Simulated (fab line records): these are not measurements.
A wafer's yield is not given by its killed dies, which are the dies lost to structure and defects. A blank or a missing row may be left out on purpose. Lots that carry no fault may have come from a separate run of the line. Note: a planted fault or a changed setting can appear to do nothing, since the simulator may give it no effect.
Chamber matching | flow berkeley cmos170 | UCB170_V2_ETCH_14 on rie diel-02 has 3 sister chambers
The step etches SiO2 in CHF3/CF4/Ar, stops on Al, target depth 1250 nm, time 291 s. 3 wafers are shown with their chamber, then 6 later ones without.

== EACH WAFER AND ITS CHAMBER ==
wafer  | chamber | drypump motor current A (A)
L122.6 | 1       | 5.05
L129.2 | 0       | 5.81
L129.4 | 3       | 5.78

== WAFERS WITHOUT THEIR CHAMBER ==
wafer  | drypump motor current A (A)
L129.6 | 5.76
L135.1 | 5.04
L135.5 | 5.04
L135.6 | 5.80
L142.1 | 5.05
L142.3 | 5.78

== WHICH CHAMBER EACH ONE RAN IN ==
wafer  | from the rows above     | in truth
L129.6 | 3                       | 3
L135.1 | 1                       | 1
L135.5 | 1                       | 1
L135.6 | can't be placed: 0 or 3 | 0
L142.1 | 1                       | 1
L142.3 | 3                       | 3
Placed correctly: 5 of 6. These rows do not allow placing 1 (true chamber among the candidates in 1). Number placed wrongly: 0.
How it was worked out, from the rows above alone: a wafer's distance from a chamber is the root of the sum, over the readings, of the square of ((its reading less the chamber's mean) divided by the reading's scatter). The wafer belongs to the nearest chamber; if the next one is less than 2 further off, it can't be placed. A chamber's mean is the mean of its shown wafers. The scatter: root of mean squared gap, hidden wafer to nearest shown wafer, with one shown wafer a chamber.
